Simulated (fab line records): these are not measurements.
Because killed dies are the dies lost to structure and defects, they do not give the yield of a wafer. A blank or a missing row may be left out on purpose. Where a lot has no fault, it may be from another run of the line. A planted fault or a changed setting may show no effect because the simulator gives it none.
fab line records	flow berkeleyCmos170
[record] lots = 6	wafers = 18	lastDay = 13
route steps=331 shown ACTIVE@63
lots that met no fault: taken from a fault-free run of the same line
startH: hours from the record's opening day to when the first of the lot's shown wafers began	waitH: time in hours since the lot's previous step	" repeats the value in the row above	L1.1+2: several wafers, shown together as one row	- no value present, or no start provided	* or withheld: withheld	< > ~ a bound
route shown NAME@n: names a module that has steps shown in the file, with the first one's number in the route	usual: the fault-free wafers' mean and standard deviation	same: alike in all rows	chamber/n: place in a boat	sites: readings site by site	_std_site: the values' standard deviation	_edge_site: the outer-site mean with the inner-site mean subtracted	radiusMm: how far each site lies from the wafer's centre	mask NAME#n: copy n	behind: the last tool/chamber to shape the wafer	hold: why the lot went on hold/how many hours it stayed there/how the hold came to an end	device: the n, p or np transistor that did not switch	end of line: the tests these same wafers got at the end of their route	step lacking rows: just its recipe	killed: the dies lost at the first sort to structure and to defects; this is not the yield of the wafer	map: a wafer's dies, x killed, . not, _ none there
set.NAME: the setting the step ran with; set.NAME@STEP: the setting that earlier step ran with	model.NAME: the simulator's own value behind a step, which no gauge read
lots seen at some steps along the route; tables by step, rows by wafer
services: from which hour (startH, from the record's first day; less than 0 if before it) a tool's chamber was out of use, for how many hours, and why
[[steps]]
[step UCB170_ACTIVE_THK_MEAS_03]
[recipe] reads = SiO2_of_ACTIVE_OXIDATION_02
[usual] ACTIVE_OXIDE_THK = 26.4/0.67
lot.wafer	tool	chamber	startH	waitH	ACTIVE_OXIDE_THK[nm]
L646.3	filmMetro-03	-	102.66	0.0	25.9
L646.4	"	-	"	"	25.9
L646.5	"	-	"	"	25.7
L648.1	filmMetro-01	-	123.50	0.0	26.7
L648.3	"	-	"	"	26.1
L648.4	"	-	"	"	26.4
L650.1	filmMetro-03	-	123.56	0.1	26.7
L650.3	"	-	"	"	27.2
L650.6	"	-	"	"	27.3
L657.2	filmMetro-03	-	161.96	0.0	25.3
L657.3	"	-	"	"	25.1
L657.5	"	-	"	"	25.0
L660.1	filmMetro-03	-	173.07	0.0	26.5
L660.3	"	-	"	"	26.0
L660.5	"	-	"	"	26.4
L665.3	filmMetro-04	-	197.06	0.0	26.3
L665.4	"	-	"	"	26.5
L665.6	"	-	"	"	26.5
[step UCB170_ACTIVE_ANNEAL_04]
[recipe] tempC = 1000	timeS = 900	ambient = N2
[step UCB170_ACTIVE_CVD_05]
[recipe] material = Si3N4	targetThkNm = 220	tempC = 800	precursor = SiH2Cl2/NH3	timeS = 3300	pressureMtorr = 200	sih2cl2FlowSccm = 25	nh3FlowSccm = 75
[step UCB170_ACTIVE_THK_MEAS_06]
[recipe] reads = Si3N4_of_ACTIVE_CVD_05
[usual] ACTIVE_NITRIDE_THK = 219.6/1.8
lot.wafer	tool	chamber	startH	waitH	ACTIVE_NITRIDE_THK[nm]
L646.3	filmMetro-03	-	110.08	0.0	220.1
L646.4	"	-	"	"	217.8
L646.5	"	-	"	"	218.1
L648.1	filmMetro-03	-	130.42	0.0	217.6
L648.3	"	-	"	"	217.4
L648.4	"	-	"	"	219.2
L650.1	filmMetro-04	-	130.48	0.1	220.1
L650.3	"	-	"	"	219.7
L650.6	"	-	"	"	223.3
L657.2	filmMetro-01	-	168.72	0.0	219.3
L657.3	"	-	"	"	220.6
L657.5	"	-	"	"	219.6
L660.1	filmMetro-04	-	180.48	0.0	219.4
L660.3	"	-	"	"	220.2
L660.5	"	-	"	"	219.5
L665.3	filmMetro-01	-	204.87	0.0	220.3
L665.4	"	-	"	"	220.2
L665.6	"	-	"	"	219.7
[step UCB170_ACTIVE_HMDS_07]
[recipe] primeTimeS = 60	primeTempC = 100
[step UCB170_ACTIVE_COAT_08]
[recipe] resist = KrF	spinRpm = 1500	resistThkNm = 900
[step UCB170_ACTIVE_SOFTBAKE_09]
[recipe] resist = KrF	tempC = 130	timeS = 60
[step UCB170_ACTIVE_EXPOSE_10]
[recipe] maskId = ACTIVE	targetCdNm = 1200	na = 0.5	sigmaOuter = 0.6	sourceShape = conventional	doseMj = 20
[step UCB170_ACTIVE_PEB_11]
[recipe] pebTempC = 130	pebTimeS = withheld	resist = KrF
[step UCB170_ACTIVE_DEVELOP_12]
[recipe] developer = TMAH	developTimeS = 45	resist = KrF	devTempC = 21
[step UCB170_ACTIVE_CD_MEAS_13]
[recipe] targetCdNm = 1200
[usual] cdNm = 1199.6/1.7
lot.wafer	tool	chamber	startH	waitH	cdNm
L646.3	cdSem-01	-	111.13	-	1199.3
L646.4	"	-	"	"	1199.9
L646.5	"	-	"	"	1198.6
L648.1	cdSem-02	-	132.24	-	1201.9
L648.3	"	-	"	"	1200.5
L648.4	"	-	"	"	1202.6
L650.1	cdSem-01	-	132.58	-	1200.9
L650.3	"	-	"	"	1202.2
L650.6	"	-	"	"	1202.3
L657.2	cdSem-02	-	171.23	-	1197.4
L657.3	"	-	"	"	1197.7
L657.5	"	-	"	"	1198.4
L660.1	cdSem-01	-	181.82	-	1201.2
L660.3	"	-	"	"	1199.6
L660.5	"	-	"	"	1198.7
L665.3	cdSem-01	-	205.79	-	1198.1
L665.4	"	-	"	"	1197.1
L665.6	"	-	"	"	1198.0
[step UCB170_ACTIVE_OVL_MEAS_14]
[usual] ACTIVE_OVL = 1/5.5
lot.wafer	tool	chamber	startH	waitH	ACTIVE_OVL[nm]
L646.3	overlay-01	-	111.22	0.1	-4
L646.4	"	-	"	"	4
L646.5	"	-	"	"	0
L648.1	overlay-01	-	132.36	0.1	2
L648.3	"	-	"	"	6
L648.4	"	-	"	"	7
L650.1	overlay-01	-	132.70	0.1	3
L650.3	"	-	"	"	6
L650.6	"	-	"	"	7
L657.2	overlay-02	-	171.34	0.1	-2
L657.3	"	-	"	"	-3
L657.5	"	-	"	"	3
L660.1	overlay-02	-	181.94	0.1	6
L660.3	"	-	"	"	0
L660.5	"	-	"	"	6
L665.3	overlay-01	-	205.89	0.1	7
L665.4	"	-	"	"	-1
L665.6	"	-	"	"	7
[step UCB170_ACTIVE_ETCH_15]
[recipe] chemistry = CH3F/Ar/O2	target = Si3N4	stopOn = SiO2	CH3F_flow_sccm = 20	Ar_flow_sccm = 50	O2_flow_sccm = 7	pressureMtorr = 50	rfW = 450	targetDepthA = 2420	overEtchFrac = 0.1	timeS = 151
[usual] drypumpMotorCurrentA = 5.9/0.34	oesProductAu = 0.940/0.015	throttleValvePct = 8.05/0.15
lot.wafer	tool	chamber	startH	waitH	drypumpMotorCurrentA	oesProductAu	rfHoursCounterH	throttleValvePct	model.KrF_of_ACTIVE_COAT_08.thkNm	model.etch.depthNm
L646.3	rieDiel-02	1	111.24	0.0	6.2	0.939	16	8.29	731.6	220
L646.4	"	2	"	"	5.4	0.931	-	7.99	720.3	217.8
L646.5	"	1	"	"	6.2	0.939	-	8.28	725	218.2
L648.1	rieDiel-02	3	132.40	0.0	6.3	0.927	1	7.76	741.8	213.6
L648.3	"	0	"	"	5.9	0.922	13	7.92	737.6	216.8
L648.4	"	1	"	"	6.2	0.908	17	8.27	740.7	212.1
L650.1	rieDiel-02	2	132.73	0.0	5.4	0.937	149	7.99	742.4	220.1
L650.3	"	1	"	"	6.2	0.909	17	8.29	747.9	211.9
L650.6	"	0	"	"	5.9	0.921	-	7.92	747.4	213.8
L657.2	rieDiel-03	0	171.37	0.0	5.9	0.957	103	8.08	726.4	219.3
L657.3	"	3	"	"	6.0	0.914	11	8.19	729.8	220.8
L657.5	"	1	"	"	5.4	0.940	-	7.87	726.6	219.7
L660.1	rieDiel-03	0	181.98	0.0	5.9	0.963	103	8.08	727.8	219.4
L660.3	"	2	"	"	5.5	0.950	15	8.21	724.9	220.1
L660.5	"	1	"	"	5.3	0.940	-	7.87	726.7	219.4
L665.3	rieDiel-02	3	205.91	0.0	6.2	0.952	5	7.75	732	220.2
L665.4	"	1	"	"	6.2	0.934	-	8.29	730	220.3
L665.6	"	0	"	"	5.9	0.936	-	7.90	734.5	219.8
[step UCB170_ACTIVE_STRIP_16]
[recipe] chemistry = O2	powerW = 400	pressureMtorr = 3500	platenTempC = withheld	o2FlowSccm = 400	overashFraction = 0.5
[usual] drypumpMotorCurrentA = 5.6/0.55	oesProductAu = 0.720/0.0049	stripTimeToEndpointS = 18.14/0.11
lot.wafer	tool	chamber	startH	waitH	drypumpMotorCurrentA	oesProductAu	rfHoursCounterH	stripTimeToEndpointS
L646.3	plasmaAsher-01	1	111.38	0.1	6.0	0.717	-	18.25
L646.4	"	0	"	"	6.5	0.718	-	17.97
L646.5	"	1	"	"	6.1	0.725	-	18.11
L648.1	plasmaAsher-02	1	132.50	0.1	4.7	0.717	1	18.51
L648.3	"	1	"	"	4.8	0.723	-	18.40
L648.4	"	0	"	"	5.6	0.722	-	18.48
L650.1	plasmaAsher-02	0	132.83	0.1	5.5	0.728	1	18.50
L650.3	"	1	"	"	4.8	0.717	-	18.65
L650.6	"	0	"	"	5.6	0.723	-	18.64
L657.2	plasmaAsher-02	0	171.47	0.1	5.5	0.716	5	18.14
L657.3	"	1	"	"	4.8	0.721	-	18.22
L657.5	"	0	"	"	5.5	0.725	-	18.14
L660.1	plasmaAsher-03	0	182.08	0.1	5.1	0.713	46	18.15
L660.3	"	0	"	"	5.1	0.713	-	18.10
L660.5	"	0	"	"	5.1	0.721	-	18.15
L665.3	plasmaAsher-03	0	206.04	0.1	5.1	0.717	-	18.27
L665.4	"	1	"	"	5.8	0.725	-	18.22
L665.6	"	0	"	"	5.1	0.722	-	18.32
[step UCB170_ACTIVE_CD_MEAS_90]
[recipe] targetCdNm = 1200
[usual] cdNm = 1199.7/1.7
lot.wafer	tool	chamber	startH	waitH	cdNm
L646.3	cdSem-02	-	111.48	0.1	1200.0
L646.4	"	-	"	"	1200.1
L646.5	"	-	"	"	1198.5
L648.1	cdSem-02	-	132.60	0.1	1202.3
L648.3	"	-	"	"	1200.7
L648.4	"	-	"	"	1202.5
L650.1	cdSem-01	-	132.96	0.1	1201.2
L650.3	"	-	"	"	1202.5
L650.6	"	-	"	"	1202.7
L657.2	cdSem-01	-	171.59	0.1	1197.2
L657.3	"	-	"	"	1197.9
L657.5	"	-	"	"	1197.9
L660.1	cdSem-01	-	182.18	0.1	1201.1
L660.3	"	-	"	"	1199.8
L660.5	"	-	"	"	1198.4
L665.3	cdSem-02	-	206.15	0.1	1198.2
L665.4	"	-	"	"	1197.2
L665.6	"	-	"	"	1198.0
[[services]]
tool	chamber	startH	hours	kind
rieDiel-02	3	91.55	-	clean
rieDiel-02	3	91.55	-	consumableReplace:esc
rieDiel-02	3	91.55	22.0	scheduledDown
rieDiel-02	3	91.55	22.0	ventCycle
plasmaAsher-02	-	108.75	9.0	pm
plasmaAsher-02	0	108.75	9.0	ventCycle
plasmaAsher-02	1	108.75	9.0	ventCycle
plasmaAsher-01	-	116.79	3.8	repair
plasmaAsher-02	0	117.75	-	clean
plasmaAsher-02	1	117.75	-	clean
rieDiel-03	1	130.30	4.5	repair
rieDiel-03	3	148.76	2.7	repair
rieDiel-02	-	164.94	0.4	repair
rieDiel-03	2	165.93	3.0	repair
rieDiel-02	2	181.88	-	clean
rieDiel-02	2	181.88	27.5	scheduledDown
rieDiel-02	2	181.88	27.5	ventCycle
[[key]]
[firstSign] step = UCB170_ACTIVE_STRIP_16	reading = stripTimeToEndpointS	direction = up	sigmas = 3.4	usual = *	struck = *
effect none on later readings
[modelEffect] step = UCB170_ACTIVE_ETCH_15	value = KrF_of_ACTIVE_COAT_08.thkNm	without = 724.1	struck = 743
metAt UCB170_ACTIVE_ETCH_15
struckWafers L648.1,L648.3,L648.4,L650.1,L650.3,L650.6
laterRowsLeftOut L648.1,L648.3,L648.4,L650.3,L650.6
sortLeftOut L648.1,L648.3,L648.4,L650.1,L650.3,L650.6
testerLeftOut L648,L650
onsetBetween 111.24 132.40
[fault] kind = processParameterDrift	tool = rieDiel-02	chamber = -	onsetH = 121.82	steps = UCB170_ACTIVE_ETCH_15	channel = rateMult	offset = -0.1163	shape = step	endH = 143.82
// testerLeftOut: of these lots the tester's yield and bins aren't shown, on N5 and GAA mostly nor the transistor test; their killed dies are dies lost to structure and defects alone, not to doping, threshold or leakage, so they don't give the yield
// sortLeftOut: the simulated sort isn't trusted on such a fault, so these wafers' sort isn't shown, and their yield isn't known
// laterRowsLeftOut: the simulator's readings of these wafers behind a module that went badly wrong aren't trusted and aren't shown, but for the sort
